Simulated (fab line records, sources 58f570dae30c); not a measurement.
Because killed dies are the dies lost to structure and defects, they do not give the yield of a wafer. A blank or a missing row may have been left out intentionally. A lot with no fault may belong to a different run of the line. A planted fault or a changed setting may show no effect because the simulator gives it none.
The same fault as seen by 2 desks | flow berkeleyCmos170 | what lay behind the numbers comes last; until then each desk has only its own

== FOR THE TOOL OWNER'S DESK: implanter-04 ==
The tool's own readings at UCB170_PVT_IMPLANT_07, given as means over the sampled wafers that have a number, one for each lot that went through this tool. The brackets show how far a lot's mean lies from the usual mean; more than 4 standard deviations puts the lot out of limits, marked OUT.
Columns: A = doseIonsCm2 at UCB170_PVT_IMPLANT_07, usual 2e+12; B = endStationPressureTorr at UCB170_PVT_IMPLANT_07, usual 4.99e-06 Torr; C = faradayCurrentUA at UCB170_PVT_IMPLANT_07, usual 6.34
lot  | first seen here | A               | B        | C
L143 | day 5 23:20     | 2e+12           | 5.23e-06 | 6.33
L148 | day 7 04:59     | 2e+12           | 5.10e-06 | 6.30
L149 | day 7 13:31     | 2e+12           | 4.79e-06 | 6.26
L153 | day 8 07:05     | 2e+12           | 4.70e-06 | 6.35
L155 | day 9 04:35     | 2e+12 (+58) OUT | 4.71e-06 | 6.73
L159 | day 9 18:26     | 2e+12 (+58) OUT | 4.80e-06 | 6.84 (+4.2) OUT
L160 | day 10 02:59    | 2e+12 (+57) OUT | 5.08e-06 | 6.74
Finding of this desk: L155, L159, L160 out of limits; the first was L155 at day 9 04:35, on doseIonsCm2 at UCB170_PVT_IMPLANT_07. L143, L148, L149, L153 stayed within limits.

== METROLOGY DESK ==
What the gauges read, lot by lot, whatever tool the lot ran on: means of the sampled wafers that have a number. The brackets show how far a lot's mean lies from the usual mean; more than 4 standard deviations puts the lot out of limits, marked OUT.
Columns: A = NWELL_OXIDE_THK at UCB170_NWELL_THK_MEAS_02, usual 26.5 nm; B = NWELL_OVL at UCB170_NWELL_OVL_MEAS_12, usual -1 nm; C = FIELD_OXIDE_THK at UCB170_FIELD_THK_MEAS_02, usual 562 nm; D = PVT_TW at UCB170_PVT_TW_MEAS_09, usual 506
lot  | first seen here | A    | B  | C   | D
L143 | day 1 23:10     | 26.6 | 1  | 542 | 512
L144 | day 2 07:18     | 25.9 | -2 | 550 | 505
L145 | day 2 12:09     | 25.4 | -2 | 569 | 502
L147 | day 3 00:01     | 26.6 | -4 | 556 | 498
L148 | day 3 00:02     | 26.1 | 0  | 564 | 499
L149 | day 3 09:16     | 26.5 | -4 | 561 | 502
L153 | day 4 04:35     | 27.5 | -3 | 576 | 507
L155 | day 4 15:47     | 26.6 | 3  | 556 | 516
L159 | day 5 08:01     | 26.4 | 4  | 569 | 518
L160 | day 5 16:17     | 26.8 | 0  | 568 | 519 (+4.0) OUT
L161 | day 5 21:56     | 26.5 | 7  | 564 | 507
L162 | day 5 21:56     | 26.1 | -8 | 558 | 508
L163 | day 6 06:16     | 26.8 | -4 | 568 | 505
L166 | day 6 21:17     | 27.4 | -6 | 569 | 506
L165 | day 6 21:17     | 27.4 | 3  | 571 | 505
Per this desk, out of limits: L160; the first was L160, day 10 03:13 (PVT_TW at UCB170_PVT_TW_MEAS_09). L143, L144, L145, L147, L148, L149, L153, L155, L159, L161, L162, L163, L166, L165 stayed within limits.

== TAKEN TOGETHER ==
The tool owner's desk could have raised an alarm at day 9 04:35, on L155, L159, L160.
L160 would have let the metrology desk raise an alarm at day 10 03:13.
The metrology desk has L155, L159 on record, within its limits.
Of the lots named, all ran UCB170_PVT_IMPLANT_07 on implanter-04.

== WHAT WAS PUT IN BY THE SIMULATOR ==
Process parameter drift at UCB170_PVT_IMPLANT_07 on implanter-04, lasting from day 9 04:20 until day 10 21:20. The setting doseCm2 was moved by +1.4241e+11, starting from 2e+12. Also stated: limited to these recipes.
Shown lots that were struck: L155, L159, L160.
Fault start to first reading out of limits, in hours, per desk: tool owner, 0; metrology, 23.
